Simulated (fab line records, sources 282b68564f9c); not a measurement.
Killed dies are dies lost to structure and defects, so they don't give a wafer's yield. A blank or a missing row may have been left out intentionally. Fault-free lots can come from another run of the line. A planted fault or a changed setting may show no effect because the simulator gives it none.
Chamber matching	flow rit-cmos	RIT_CONTACT_CLEAN_13 on wet-bench-03: 3 sister chambers
The step cleans in SC1, time 600 s. 6 wafers are shown with their chamber, then 4 later ones without.

WAFERS PAIRED WITH THEIR CHAMBERS
wafer	chamber	bath-heat-duty-pct (%)	bath-guard-temp-C (C)
L817.4	0	15.7	75.6
L817.6	0	16.5	75.4
L823.5	1	17.1	74.9
L823.6	1	16.9	74.5
L829.1	2	15.9	75.0
L829.3	2	16.2	75.0

WAFERS WITH NO CHAMBER GIVEN
wafer	bath-heat-duty-pct (%)	bath-guard-temp-C (C)
L829.5	16.3	75.0
L835.2	15.2	74.7
L835.3	16.1	75.3
L835.4	15.1	74.8

WHICH CHAMBER EACH WENT THROUGH
wafer	from the rows above	in truth
L829.5	can't be placed: 2 or 1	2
L835.2	2	2
L835.3	can't be placed: 0 or 2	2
L835.4	can't be placed: 2 or 0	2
1 of 4 placed correctly. Cannot be placed on the basis of these rows: 3; the candidates contain the true chamber in 3. Wrongly placed: 0.
How it was worked out, from the rows above alone: a wafer's distance from a chamber is the root of the sum, over the readings, of the square of ((its reading less the chamber's mean) divided by the reading's scatter). If the next closest chamber is less than 2 further off than the closest, the wafer can't be placed; otherwise it belongs to the closest. A chamber's mean is the mean of its shown wafers. The scatter is the square root of a quotient: the sum, over the shown wafers, of each reading's squared deviation from its chamber's mean, divided by wafers minus chambers.
